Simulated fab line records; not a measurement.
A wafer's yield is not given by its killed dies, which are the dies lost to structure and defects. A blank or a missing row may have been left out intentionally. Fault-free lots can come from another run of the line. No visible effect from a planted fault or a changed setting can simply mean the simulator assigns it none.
A lot that was struck, set against a sound lot    flow rit-cmos    44 out of 202 route steps
Sound: the wafers L265.1, L265.4, L265.5. Wafers L272.4, L272.5, L272.6 were the ones struck. The cause is named last.
At each step with rows: each side's tool, then ch and its chambers, then its first start. Under that, the readings that differ: sound wafers    struck wafers    difference of the means    sigmas: that difference in standard deviations of wafers without a fault.
alike: readings with means less than 2 such deviations apart, plus words and numbers identical on both sides. not compared: withheld readings, readings lacking a value on some wafer, bounds such as >300 that could conceal the same value, and numbers that have no deviation in the record and whose values overlap.
A row with sigmas, a row that says differs or no value, or rows on one side alone: a step with any of these is where the two part. Non-overlapping numbers with no deviation appear without sigmas and do not part them. Lack of a reading on every wafer of one side parts them only where that side has two or more wafers.

first, 2 steps without rows for these wafers: RIT_NLDD_HARDBAKE_07 (time 60 s); RIT_NLDD_IMPLANT_08.
RIT_NLDD_STRIP_09: strips in O2, time 180 s.
  sound on plasma-asher-03 ch 0, day 4 07:14; struck on plasma-asher-04 ch 0,1, day 5 16:37
  alike: drypump-motor-current-A
  not compared: rf-hours-counter-h
RIT_NLDD_TW_MEAS_10:
  struck on film-metro-03, day 5 16:46; sound on film-metro-01, day 4 07:25
reading  sound           struck          difference  sigmas
NLDD_TW  2447 2420 2437  2502 2498 2498  +65         +2
then, 6 steps without rows for these wafers: RIT_PLDD_HMDS_00 (prime time 60 s); RIT_PLDD_COAT_01 (resist thk 1000 nm); RIT_PLDD_SOFTBAKE_02 (time 60 s); RIT_PLDD_EXPOSE_03 (exposes mask M8, target cd 40900 nm); RIT_PLDD_PEB_04; RIT_PLDD_DEVELOP_05 (develop time 50 s).
RIT_PLDD_OVL_MEAS_06:
  struck on overlay-02, day 5 17:47; sound on overlay-02, day 4 08:27
  alike: PLDD_OVL
then, 1 step without rows for these wafers: RIT_PLDD_HARDBAKE_07 (time 60 s).
RIT_PLDD_IMPLANT_08:
  sound on implanter-04 ch 0, day 4 08:38; struck on implanter-04 ch 0, day 5 18:26
reading             sound                          struck                       difference  sigmas
dose-ions-cm2       9.014e+14 9.001e+14 8.984e+14  8.49e+14 8.49e+14 8.468e+14  -5.17e+13   -58
faraday-current-uA  2826 2868 2874                 2685 2642 2615               -209        -4
  alike: beam-energy-keV
RIT_PLDD_STRIP_09: strips in O2, time 180 s.
  sound on plasma-asher-02 ch 1, day 4 08:47; struck on plasma-asher-02 ch 0,1, day 5 18:34
  alike: drypump-motor-current-A
  not compared: rf-hours-counter-h
RIT_PLDD_TW_MEAS_10:
  struck on film-metro-02, day 5 18:43; sound on film-metro-03, day 4 08:58
reading  sound           struck          difference  sigmas
PLDD_TW  2359 2370 2361  2305 2303 2318  -55         -2
then, 4 steps without rows for these wafers: RIT_SPACER_CLEAN_00 (cleans in SC1, time 600 s); RIT_SPACER_CLEAN_01 (cleans in dHF, time 30 s); RIT_SPACER_CLEAN_02 (cleans in SC2, time 600 s); RIT_SPACER_CVD_03 (deposits Si3N4 from SiH2Cl2/NH3, target thk 250 nm, time 3300 s).
RIT_SPACER_THK_MEAS_04:
  struck on film-metro-04, day 5 21:05; sound on film-metro-03, day 4 11:19
  alike: SPACER_NITRIDE_THK
RIT_SPACER_ETCHBACK_05: etches Si3N4 in SF6/CHF3, stops on SiO2, target depth 250 nm, time 240 s.
  sound on rie-diel-04 ch 0,1,3, day 4 11:22; struck on rie-diel-04 ch 2,3, day 5 21:07
  alike: drypump-motor-current-A, oes-product-au, throttle-valve-pct
  not compared: rf-hours-counter-h
then, 6 steps without rows for these wafers: RIT_NSD_HMDS_00 (prime time 60 s); RIT_NSD_COAT_01 (resist thk 1000 nm); RIT_NSD_SOFTBAKE_02 (time 60 s); RIT_NSD_EXPOSE_03 (exposes mask M9, target cd 40700 nm); RIT_NSD_PEB_04; RIT_NSD_DEVELOP_05 (develop time 50 s).
RIT_NSD_OVL_MEAS_06:
  struck on overlay-02, day 5 22:16; sound on overlay-02, day 4 12:29
  alike: NSD_OVL
then, 2 steps without rows for these wafers: RIT_NSD_HARDBAKE_07 (time 60 s); RIT_NSD_IMPLANT_08.
RIT_NSD_STRIP_09: strips in O2, time 180 s.
  sound on plasma-asher-02 ch 1, day 4 12:50; struck on plasma-asher-02 ch 0,1, day 5 22:38
  alike: drypump-motor-current-A
  not compared: rf-hours-counter-h
RIT_NSD_TW_MEAS_10:
  struck on film-metro-01, day 5 22:47; sound on film-metro-03, day 4 13:00
reading  sound           struck          difference  sigmas
NSD_TW   3155 3134 3132  3040 3042 3048  -97         -3
then, 6 steps without rows for these wafers: RIT_PSD_HMDS_00 (prime time 60 s); RIT_PSD_COAT_01 (resist thk 1000 nm); RIT_PSD_SOFTBAKE_02 (time 60 s); RIT_PSD_EXPOSE_03 (exposes mask M10, target cd 40900 nm); RIT_PSD_PEB_04; RIT_PSD_DEVELOP_05 (develop time 50 s).
RIT_PSD_OVL_MEAS_06:
  struck on overlay-01, day 5 23:49; sound on overlay-01, day 4 14:02
  alike: PSD_OVL
then, 2 steps without rows for these wafers: RIT_PSD_HARDBAKE_07 (time 60 s); RIT_PSD_IMPLANT_08.
RIT_PSD_STRIP_09: strips in O2, time 180 s.
  sound on plasma-asher-03 ch 0,1, day 4 14:23; struck on plasma-asher-04 ch 0,1, day 6 00:11
  alike: drypump-motor-current-A
  not compared: rf-hours-counter-h
RIT_SDANNEAL_RS_MEAS_06: uses a four-point probe to measure.
  struck on film-metro-03, day 6 01:05; sound on film-metro-02, day 4 15:17
reading           sound              struck             difference  sigmas
PLDD_RS (ohm/sq)  178.0 177.9 178.0  184.2 184.5 184.5  +6.4        +16
RIT_M1_PROBE_99:
  struck on prober-02, day 6 08:20; sound on prober-02, day 4 23:14
  alike: killed-at-contacts, killed-at-front-end, killed-dies, killed-open, killed-short

== WHERE THEY PART ==
First at RIT_NLDD_TW_MEAS_10; last, within this record, at RIT_SDANNEAL_RS_MEAS_06. Later steps at which nothing parts them and some readings are alike: RIT_M1_PROBE_99.

WHY: what the simulator had put in
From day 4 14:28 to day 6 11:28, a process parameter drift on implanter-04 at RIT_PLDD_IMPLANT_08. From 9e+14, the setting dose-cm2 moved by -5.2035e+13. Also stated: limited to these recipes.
